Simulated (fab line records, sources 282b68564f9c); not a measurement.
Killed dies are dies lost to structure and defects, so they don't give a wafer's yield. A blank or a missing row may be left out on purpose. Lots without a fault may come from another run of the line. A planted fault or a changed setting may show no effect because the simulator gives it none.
fab line records | flow rit_cmos
record lots=6 wafers=18 last_day=7
route steps=202 shown ACTIVE@1 FOX1@20 FOX2@23 M1@202
lots that met no fault: from a run of the same line without faults
start_h: hours from the record's first day to the start of the lot's first wafer shown | wait_h: hours since the lot's step before | " the same as in the row above | L1.1+2: a row that stands for several wafers | - no value, or no start given | * or withheld: withheld | < > ~ a bound
route shown NAME@n: a module of which the file shows steps, and the number in the route of the first | usual: mean/standard deviation of fault-free wafers | same: alike in all rows | chamber/n: place in a boat | sites: the reading at each site | _std_site: their standard deviation | _edge_site: outer sites' mean less inner sites' | radius_mm: how far each site lies from the wafer's centre | mask NAME#n: copy n | behind: the tool/chamber that last shaped the wafer | hold: why the lot was held/for how many hours/how that ended | device: the transistor (n, p or np) that didn't switch | end of line: the same wafers' tests at the end of the route | a step without rows: its recipe alone | killed: dies lost to structure and defects at the first sort, not the wafer's yield | map: a wafer's dies, x killed, . not, _ none there
set.NAME: the setting as run; set.NAME@STEP: as run at that earlier step | model.NAME: the simulator's own value behind a step, which no gauge read
lots at some steps of the route; a table a step, a row a wafer
services: from which hour (start_h, from the record's first day; less than 0 if before it) a tool's chamber was out of use, for how many hours, and why
## steps
# step RIT_ACTIVE_BOW_MEAS_00
# recipe mode=bow
# usual INCOMING_BOW=-1/6.9
# columns lot.wafer tool chamber start_h wait_h INCOMING_BOW[um]
L635.3 film_metro-01 - 30.04 - 4
L635.4 " - " " -8
L635.6 " - " " 5
L636.1 film_metro-04 - 35.00 - -14
L636.2 " - " " -15
L636.4 " - " " 2
L643.2 film_metro-03 - 70.02 - 1
L643.5 " - " " 10
L643.6 " - " " 9
L651.3 film_metro-01 - 110.04 - -1
L651.4 " - " " -8
L651.5 " - " " -10
L652.2 film_metro-01 - 115.02 - -4
L652.4 " - " " 4
L652.6 " - " " 4
L654.3 film_metro-03 - 125.04 - -10
L654.4 " - " " 3
L654.5 " - " " -2
# step RIT_ACTIVE_OXIDATION_01
# recipe temp_c=1000 ambient=O2 target_thk_a=468 ox_time_s=3360
# usual zone_power_centre_pct=48.8/1.5
# same ox_time_s=3360
# columns lot.wafer tool chamber start_h wait_h zone_power_centre_pct model.SiO2_of_ACTIVE_OXIDATION_01.thk_nm
L635.3 furnace-02 0 30.12 0.1 48.4 47.05
L635.4 " 0 " " 48.4 46.97
L635.6 " 0 " " 48.8 46.5
L636.1 furnace-03 0 35.12 0.1 51.5 46.76
L636.2 " 0 " " 49.8 46.45
L636.4 " 0 " " 50.7 46.57
L643.2 furnace-01 0 72.14 2.1 46.7 47.43
L643.5 " 0 " " 48.2 47.04
L643.6 " 0 " " 46.8 47.41
L651.3 furnace-03 0 110.37 0.3 50.7 51.25
L651.4 " 0 " " 50.0 51.73
L651.5 " 0 " " 50.1 51.64
L652.2 furnace-03 0 115.12 0.1 50.1 52.11
L652.4 " 0 " " 50.8 52.44
L652.6 " 0 " " 50.1 51.32
L654.3 furnace-02 0 125.12 0.1 47.4 47.53
L654.4 " 0 " " 48.6 47.17
L654.5 " 0 " " 48.7 46.91
# step RIT_ACTIVE_THK_MEAS_02
# recipe reads=SiO2_of_ACTIVE_OXIDATION_01
# usual ACTIVE_OXIDE_THK=46.4/0.95
# columns lot.wafer tool chamber start_h wait_h ACTIVE_OXIDE_THK[nm]
L635.3 film_metro-03 - 32.07 0.0 47.1
L635.4 " - " " 47.0
L635.6 " - " " 46.5
L636.1 film_metro-03 - 37.05 0.0 46.8
L636.2 " - " " 46.4
L636.4 " - " " 46.5
L643.2 film_metro-01 - 74.09 0.0 47.4
L643.5 " - " " 47.1
L643.6 " - " " 47.4
L651.3 film_metro-03 - 112.32 0.0 51.3
L651.4 " - " " 51.8
L651.5 " - " " 51.7
L652.2 film_metro-01 - 117.06 0.0 52.1
L652.4 " - " " 52.4
L652.6 " - " " 51.3
L654.3 film_metro-01 - 127.07 0.0 47.5
L654.4 " - " " 47.2
L654.5 " - " " 46.9
# step RIT_ACTIVE_CVD_03
# recipe material=Si3N4 target_thk_nm=150 temp_c=810 precursor=SiH2Cl2/NH3 time_s=1500 pressure_mtorr=300 sih2cl2_flow_sccm=60 nh3_flow_sccm=150
# step RIT_ACTIVE_THK_MEAS_04
# recipe reads=Si3N4_of_ACTIVE_CVD_03
# usual ACTIVE_NITRIDE_THK=150.2/1.5
# columns lot.wafer tool chamber start_h wait_h ACTIVE_NITRIDE_THK[nm]
L635.3 film_metro-04 - 33.61 0.1 151.6
L635.4 " - " " 152.0
L635.6 " - " " 150.8
L636.1 film_metro-01 - 38.53 0.0 149.9
L636.2 " - " " 151.2
L636.4 " - " " 150.0
L643.2 film_metro-01 - 75.56 0.0 152.2
L643.5 " - " " 153.3
L643.6 " - " " 153.4
L651.3 film_metro-01 - 115.14 0.0 150.9
L651.4 " - " " 150.5
L651.5 " - " " 150.5
L652.2 film_metro-01 - 118.54 0.0 150.4
L652.4 " - " " 150.0
L652.6 " - " " 149.3
L654.3 film_metro-04 - 128.55 0.0 146.2
L654.4 " - " " 146.6
L654.5 " - " " 147.3
# step RIT_ACTIVE_HMDS_05
# recipe prime_time_s=62.34 prime_temp_c=140
# step RIT_ACTIVE_COAT_06
# recipe resist=NOVOLAK spin_rpm=3250 resist_thk_nm=1000
# step RIT_ACTIVE_SOFTBAKE_07
# recipe resist=NOVOLAK temp_c=90 time_s=60
# step RIT_ACTIVE_EXPOSE_08
# recipe mask_id=M1 na=0.6 source_shape=conventional sigma_outer=0.6 target_cd_nm=1400 dose_mj=225
# step RIT_ACTIVE_PEB_09
# recipe resist=NOVOLAK temp_c=withheld time_s=withheld
# step RIT_ACTIVE_DEVELOP_10
# recipe resist=NOVOLAK develop_time_s=50 dev_temp_c=23
# step RIT_ACTIVE_CD_MEAS_11
# recipe target_cd_nm=1400
# usual cd_nm=1399.2/3
# columns lot.wafer tool chamber start_h wait_h cd_nm
L635.3 cd_sem-01 - 34.54 - 1396.8
L635.4 " - " " 1393.0
L635.6 " - " " 1397.5
L636.1 cd_sem-01 - 39.56 - 1402.4
L636.2 " - " " 1400.2
L636.4 " - " " 1402.9
L643.2 cd_sem-01 - 76.62 - 1398.0
L643.5 " - " " 1397.4
L643.6 " - " " 1399.0
L651.3 cd_sem-02 - 116.27 - 1396.5
L651.4 " - " " 1396.7
L651.5 " - " " 1398.2
L652.2 cd_sem-02 - 119.58 - 1402.3
L652.4 " - " " 1402.6
L652.6 " - " " 1403.5
L654.3 cd_sem-01 - 129.48 - 1402.7
L654.4 " - " " 1403.3
L654.5 " - " " 1405.6
# step RIT_ACTIVE_HARDBAKE_12
# recipe resist=NOVOLAK temp_c=140 time_s=60
# step RIT_ACTIVE_ETCH_13
# recipe stop_on=SiO2 chemistry=SF6 target=Si3N4 time_s=210 over_etch_frac=0.4 SF6_flow_sccm=200 pressure_mtorr=260 rf_w=125 target_depth_a=2100
# usual drypump_motor_current_A=5.6/0.54 oes_product_au=0.818/0.012 throttle_valve_pct=7.50/0.14
# columns lot.wafer tool chamber start_h wait_h drypump_motor_current_A oes_product_au rf_hours_counter_h throttle_valve_pct
L635.3 rie_diel-03 0 34.77 0.1 5.8 0.814 7 7.48
L635.4 " 3 " " 6.1 0.827 143 7.63
L635.6 " 0 " " 5.8 0.808 - 7.48
L636.1 rie_diel-03 3 39.83 0.1 6.0 0.819 143 7.63
L636.2 " 1 " " 6.5 0.848 6 7.27
L636.4 " 2 " " 4.8 0.823 80 7.25
L643.2 rie_diel-04 2 76.87 0.1 6.0 0.823 31 7.64
L643.5 " 2 " " 6.0 0.825 - 7.64
L643.6 " 1 " " 5.0 0.829 - 7.59
L651.3 rie_diel-03 2 116.54 0.1 4.9 0.827 81 7.26
L651.4 " 3 " " 6.0 0.816 144 7.64
L651.5 " 3 " " 6.0 0.824 - 7.63
L652.2 rie_diel-02 3 120.07 0.1 5.7 0.822 92 7.49
L652.4 " 0 " " 4.8 0.827 36 7.64
L652.6 " 2 " " 5.6 0.802 - 7.47
L654.3 rie_diel-04 0 129.71 0.1 5.1 0.809 62 7.43
L654.4 " 1 " " 5.0 0.807 109 7.57
L654.5 " 3 " " 5.8 0.795 - 7.45
# step RIT_ACTIVE_STRIP_14
# recipe chemistry=O2 time_s=180 resist=NOVOLAK platen_temp_c=withheld power_w=500 pressure_mtorr=4000 o2_flow_sccm=4000
# usual drypump_motor_current_A=5.8/0.38
# columns lot.wafer tool chamber start_h wait_h drypump_motor_current_A rf_hours_counter_h
L635.3 plasma_asher-02 1 34.97 0.1 5.8 -
L635.4 " 0 " " 6.6 -
L635.6 " 0 " " 6.6 -
L636.1 plasma_asher-04 0 39.97 0.1 5.6 23
L636.2 " 1 " " 5.4 23
L636.4 " 0 " " 5.6 -
L643.2 plasma_asher-03 0 77.00 0.1 5.7 33
L643.5 " 1 " " 5.6 -
L643.6 " 0 " " 5.7 -
L651.3 plasma_asher-03 1 116.73 0.1 5.6 -
L651.4 " 0 " " 5.7 -
L651.5 " 1 " " 5.6 -
L652.2 plasma_asher-02 1 120.20 0.1 5.8 0
L652.4 " 1 " " 5.8 -
L652.6 " 1 " " 5.8 -
L654.3 plasma_asher-04 1 129.90 0.1 5.4 -
L654.4 " 0 " " 5.6 -
L654.5 " 0 " " 5.6 -
# step RIT_ACTIVE_CD_MEAS_90
# recipe target_cd_nm=1400
# usual cd_nm=1399/3
# columns lot.wafer tool chamber start_h wait_h cd_nm
L635.3 cd_sem-02 - 35.12 0.1 1397
L635.4 " - " " 1393
L635.6 " - " " 1397
L636.1 cd_sem-01 - 40.14 0.1 1403
L636.2 " - " " 1400
L636.4 " - " " 1403
L643.2 cd_sem-01 - 77.29 0.2 1398
L643.5 " - " " 1397
L643.6 " - " " 1399
L651.3 cd_sem-01 - 116.89 0.1 1396
L651.4 " - " " 1397
L651.5 " - " " 1398
L652.2 cd_sem-01 - 120.40 0.1 1403
L652.4 " - " " 1403
L652.6 " - " " 1404
L654.3 cd_sem-01 - 130.06 0.1 1403
L654.4 " - " " 1403
L654.5 " - " " 1406
# step RIT_ACTIVE_CLEAN_15
# recipe chemistry=SC1 mix=3:3:50 time_s=600 temp_c=75
# step RIT_ACTIVE_CLEAN_16
# recipe chemistry=dHF dilution=50:1 time_s=28.62
# step RIT_ACTIVE_CLEAN_17
# recipe chemistry=SC2 mix=3:3:50 time_s=600 temp_c=75 dry=n2_spin
# step RIT_FOX1_OXIDATION_00
# recipe temp_c=1100 ambient=H2O target_thk_a=3507 p_h2o_torr=720 ox_time_s=1130
# step RIT_FOX1_THK_MEAS_01
# recipe reads=SiO2_of_FOX1_OXIDATION_00
# usual FOX1_OXIDE_THK=346/5.9
# columns lot.wafer tool chamber start_h wait_h FOX1_OXIDE_THK[nm]
L635.3 film_metro-02 - 36.95 0.0 352
L635.4 " - " " 349
L635.6 " - " " 350
L636.1 film_metro-04 - 41.99 0.0 345
L636.2 " - " " 347
L636.4 " - " " 344
L643.2 film_metro-02 - 80.51 0.0 343
L643.5 " - " " 344
L643.6 " - " " 335
L651.3 film_metro-02 - 119.53 0.0 339
L651.4 " - " " 338
L651.5 " - " " 343
L652.2 film_metro-02 - 122.19 0.0 342
L652.4 " - " " 343
L652.6 " - " " 349
L654.3 film_metro-03 - 131.85 0.0 341
L654.4 " - " " 343
L654.5 " - " " 340
# step RIT_FOX1_WET_ETCH_02
# recipe chemistry=BOE target_depth_nm=350 time_s=390 temp_c=21.5 dry=n2_spin dilution=10:1 target=SiO2
# step RIT_FOX2_OXIDATION_00
# recipe temp_c=1100 ambient=H2O target_thk_a=3507 p_h2o_torr=720 ox_time_s=1130
# step RIT_FOX2_THK_MEAS_01
# recipe reads=SiO2_of_FOX2_OXIDATION_00
# usual FOX2_OXIDE_THK=347/6.5
# columns lot.wafer tool chamber start_h wait_h FOX2_OXIDE_THK[nm]
L635.3 film_metro-02 - 38.44 0.0 351
L635.4 " - " " 353
L635.6 " - " " 353
L636.1 film_metro-01 - 43.48 0.0 342
L636.2 " - " " 342
L636.4 " - " " 344
L643.2 film_metro-02 - 83.56 0.0 350
L643.5 " - " " 345
L643.6 " - " " 347
L651.3 film_metro-02 - 121.02 0.0 346
L651.4 " - " " 343
L651.5 " - " " 347
L652.2 film_metro-02 - 123.69 0.0 337
L652.4 " - " " 346
L652.6 " - " " 341
L654.3 film_metro-03 - 133.35 0.0 344
L654.4 " - " " 344
L654.5 " - " " 344
# step RIT_FOX2_CLEAN_02
# recipe chemistry=dHF dilution=50:1 time_s=180
# step RIT_FOX2_WET_ETCH_03
# recipe chemistry=H3PO4 target=Si3N4 target_depth_nm=195 temp_c=165 time_s=2700
# columns lot.wafer tool chamber start_h wait_h model.SiO2_of_ACTIVE_OXIDATION_01.thk_nm
L635.3 wet_bench-01 0 38.55 0.0 39.8
L635.4 " 0 " " 41.86
L635.6 " 0 " " 39.31
L636.1 wet_bench-02 0 43.60 0.0 41.45
L636.2 " 0 " " 40.54
L636.4 " 0 " " 41.22
L643.2 wet_bench-04 3 83.67 0.0 41.33
L643.5 " 3 " " 40.99
L643.6 " 3 " " 42.14
L651.3 wet_bench-01 1 121.12 0.0 45.34
L651.4 " 1 " " 45.86
L651.5 " 1 " " 45.79
L652.2 wet_bench-02 3 123.80 0.0 45.23
L652.4 " 3 " " 46.69
L652.6 " 3 " " 45.69
L654.3 wet_bench-01 2 133.44 0.0 42.16
L654.4 " 2 " " 41.83
L654.5 " 2 " " 41.59
# step RIT_FOX2_THK_MEAS_90
# recipe reads=SiO2_of_FOX2_OXIDATION_00
# usual FIELD_OXIDE_LEFT_1_THK=319/6.5
# columns lot.wafer tool chamber start_h wait_h FIELD_OXIDE_LEFT_1_THK[nm]
L635.3 film_metro-01 - 39.32 0.0 324
L635.4 " - " " 326
L635.6 " - " " 326
L636.1 film_metro-03 - 44.36 0.0 314
L636.2 " - " " 314
L636.4 " - " " 317
L643.2 film_metro-01 - 84.43 0.0 322
L643.5 " - " " 318
L643.6 " - " " 319
L651.3 film_metro-02 - 121.90 0.0 319
L651.4 " - " " 315
L651.5 " - " " 319
L652.2 film_metro-03 - 124.64 0.0 311
L652.4 " - " " 319
L652.6 " - " " 314
L654.3 film_metro-03 - 134.22 0.0 317
L654.4 " - " " 317
L654.5 " - " " 317
# step RIT_M1_PROBE_99
# usual killed_at_M0_to_M3=0.0/0.12 killed_at_contacts=0.1/0.29 killed_at_front_end=7/3 killed_dies=7/3 killed_open=3.2/2 killed_short=3.5/2.1
# same gross_dies=264 killed_at_M4_up=0 killed_at_back_side=0 killed_at_other=0
# columns lot.wafer tool chamber start_h wait_h killed_at_M0_to_M3 killed_at_contacts killed_at_front_end killed_dies killed_open killed_short model.etest.pldd.width_nm model.etest.nldd.width_nm model.etest.pplus_sal.width_nm model.etest.nplus_sal.width_nm model.etest.nmos_narrow.drive_ua_um model.etest.pmos_narrow.drive_ua_um
L635.3 prober-02 - 79.41 0.2 0 0 11 11 5 6 3175 3173 3431 3450 222.8 102.5
L635.4 prober-02 - 79.46 0.2 0 0 6 6 1 5 3173 3177 3439 3435 224.9 101.8
L635.6 prober-02 - 79.56 0.2 0 0 3 3 2 1 3167 3170 3462 3448 223.7 101.9
L636.1 prober-01 - 82.35 0.1 1 0 4 5 2 3 3185 3195 3478 3478 227.9 101.3
L636.2 prober-01 - 82.40 0.1 0 0 2 2 2 0 3192 3197 3465 3455 222.2 98.28
L636.4 prober-01 - 82.50 0.2 0 0 6 6 4 2 3196 3191 3447 3470 225.2 100.3
L643.2 prober-02 - 125.39 0.1 0 0 8 8 3 5 3196 3169 3470 3450 215.5 97.4
L643.5 prober-02 - 125.54 0.2 0 2 6 8 2 6 3193 3172 3459 3467 222.8 103.9
L643.6 prober-02 - 125.59 0.2 0 0 7 7 4 3 3194 3195 3481 3500 220 101
L651.3 prober-02 - 161.59 0.2 0 0 6 6 3 3 3143 3158 3427 3417 215.7 93.88
L651.4 prober-02 - 161.64 0.2 0 0 5 5 2 3 3136 3127 3398 3412 209.9 91.26
L651.5 prober-02 - 161.69 0.2 0 0 4 4 0 4 3147 3147 3409 3416 216.6 95.54
L652.2 prober-01 - 164.36 0.1 0 0 3 3 1 2 3142 3128 3434 3425 219.1 97.97
L652.4 prober-01 - 164.46 0.2 0 0 4 4 1 3 3144 3137 3411 3429 211.6 97.8
L652.6 prober-01 - 164.56 0.2 0 0 5 5 3 2 3125 3132 3448 3447 217.5 97.85
L654.3 prober-01 - 173.41 0.2 0 0 5 5 3 2 3190 3190 3462 3446 224.3 104.3
L654.4 prober-01 - 173.46 0.2 0 0 8 8 4 4 3209 3204 3473 3486 228.4 105.5
L654.5 prober-01 - 173.51 0.2 0 1 8 9 3 6 3200 3188 3486 3486 222.8 104.3
# killed by level:class
L635.3 GATE:geometric_particle:open=2 GATE:geometric_particle:short=2 SPACER:geometric_particle:open=2 SPACER:geometric_particle:short=2 REOX:geometric_particle:short=1 SILICIDE:geometric_particle:short=1 SILICIDE:geometric_particle:open=1
L635.4 FOX1:geometric_particle:short=3 GATE:geometric_particle:open=1 REOX:geometric_particle:short=1 SPACER:geometric_particle:short=1
L635.6 REOX:geometric_particle:short=1 SPACER:geometric_particle:open=1 SILICIDE:geometric_particle:open=1
L636.1 FOX1:geometric_particle:short=1 FOX1:geometric_particle:open=1 FOX2:geometric_particle:short=1 SILICIDE:geometric_particle:open=1 M1:geometric_particle:short=1
L636.2 FOX1:geometric_particle:open=1 SPACER:geometric_particle:open=1
L636.4 FOX1:geometric_particle:open=2 SILICIDE:geometric_particle:open=2 GATE:geometric_particle:short=1 SILICIDE:geometric_particle:short=1
L643.2 GATE:geometric_particle:short=3 GATE:geometric_particle:open=1 REOX:geometric_particle:short=1 SPACER:geometric_particle:open=1 SILICIDE:geometric_particle:open=1 SILICIDE:geometric_particle:short=1
L643.5 FOX2:geometric_particle:short=1 GATE:geometric_particle:open=1 GATE:geometric_particle:short=1 REOX:geometric_particle:short=1 SPACER:geometric_particle:short=1 SILICIDE:geometric_particle:short=1 CONTACT:geometric_particle:open=1 CONTACT:geometric_particle:short=1
L643.6 FOX1:geometric_particle:open=1 GATE:geometric_particle:short=1 GATE:geometric_particle:open=1 SPACER:geometric_particle:open=1 SPACER:geometric_particle:short=1 SILICIDE:geometric_particle:open=1 SILICIDE:geometric_particle:short=1
L651.3 FOX1:geometric_particle:short=1 FOX2:geometric_particle:short=1 FOX2:geometric_particle:open=1 REOX:geometric_particle:short=1 REOX:geometric_particle:open=1 SPACER:geometric_particle:open=1
L651.4 REOX:geometric_particle:short=3 FOX1:geometric_particle:open=1 SPACER:geometric_particle:open=1
L651.5 FOX1:geometric_particle:short=1 FOX2:geometric_particle:short=1 REOX:geometric_particle:short=1 SPACER:geometric_particle:short=1
L652.2 GATE:geometric_particle:open=1 GATE:geometric_particle:short=1 SILICIDE:geometric_particle:short=1
L652.4 GATE:geometric_particle:short=2 FOX1:geometric_particle:short=1 GATE:geometric_particle:open=1
L652.6 FOX1:geometric_particle:short=1 GATE:geometric_particle:open=1 REOX:geometric_particle:open=1 SPACER:geometric_particle:open=1 SILICIDE:geometric_particle:short=1
L654.3 FOX1:geometric_particle:open=1 GATE:geometric_particle:open=1 SPACER:geometric_particle:open=1 SPACER:geometric_particle:short=1 SILICIDE:geometric_particle:short=1
L654.4 GATE:geometric_particle:short=2 GATE:geometric_particle:open=2 FOX2:geometric_particle:open=1 FOX2:geometric_particle:short=1 REOX:geometric_particle:open=1 SPACER:geometric_particle:short=1
L654.5 GATE:geometric_particle:short=4 FOX1:geometric_particle:short=1 FOX2:geometric_particle:short=1 GATE:geometric_particle:open=1 SILICIDE:geometric_particle:open=1 CONTACT:geometric_particle:open=1
## services
# columns tool chamber start_h hours kind
furnace-03 - 8.97 13.9 pm
rie_diel-03 - 11.25 2.8 pm
furnace-03 - 22.87 3.3 pm
plasma_asher-04 - 28.62 1.2 repair
furnace-02 - 35.53 1.8 pm
furnace-01 - 42.87 10.7 pm
plasma_asher-04 - 53.58 5.2 repair
plasma_asher-03 - 56.99 10.5 repair
plasma_asher-04 - 67.21 15.6 pm
wet_bench-01 - 94.33 0.9 repair
plasma_asher-04 - 96.40 2.3 repair
rie_diel-02 2 98.12 - clean
rie_diel-02 2 98.12 21.1 scheduled_down
rie_diel-02 2 98.12 21.1 vent_cycle
rie_diel-04 2 103.00 3.8 repair
plasma_asher-02 - 108.75 9.0 pm
plasma_asher-02 0 108.75 9.0 vent_cycle
plasma_asher-02 1 108.75 9.0 vent_cycle
plasma_asher-02 0 117.75 - clean
plasma_asher-02 1 117.75 - clean
rie_diel-02 1 132.58 2.4 repair
wet_bench-02 - 133.22 1.6 repair
## key
first_sign step=RIT_ACTIVE_THK_MEAS_02 reading=ACTIVE_OXIDE_THK direction=up sigmas=5.6 usual=46.4 struck=51.8
effect none on later readings
model_effect step=RIT_ACTIVE_OXIDATION_01 value=SiO2_of_ACTIVE_OXIDATION_01.thk_nm without=46.28 struck=51.75
model_effect step=RIT_FOX2_WET_ETCH_03 value=SiO2_of_ACTIVE_OXIDATION_01.thk_nm without=40.91 struck=45.77
model_effect step=RIT_M1_PROBE_99 value=etest.pldd.width_nm without=3195 struck=3140
met_at RIT_ACTIVE_OXIDATION_01
struck_wafers L651.3,L651.4,L651.5,L652.2,L652.4,L652.6
tester_left_out L651,L652
onset_between 35.12 110.37
fault kind=process_parameter_drift tool=furnace-03 chamber=- onset_h=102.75 steps=RIT_ACTIVE_OXIDATION_01 channel=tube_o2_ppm offset=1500 shape=step end_h=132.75
# tester_left_out: of these lots the tester's yield and bins aren't shown, on N5 and GAA mostly nor the transistor test; their killed dies are dies lost to structure and defects alone, not to doping, threshold or leakage, so they don't give the yield
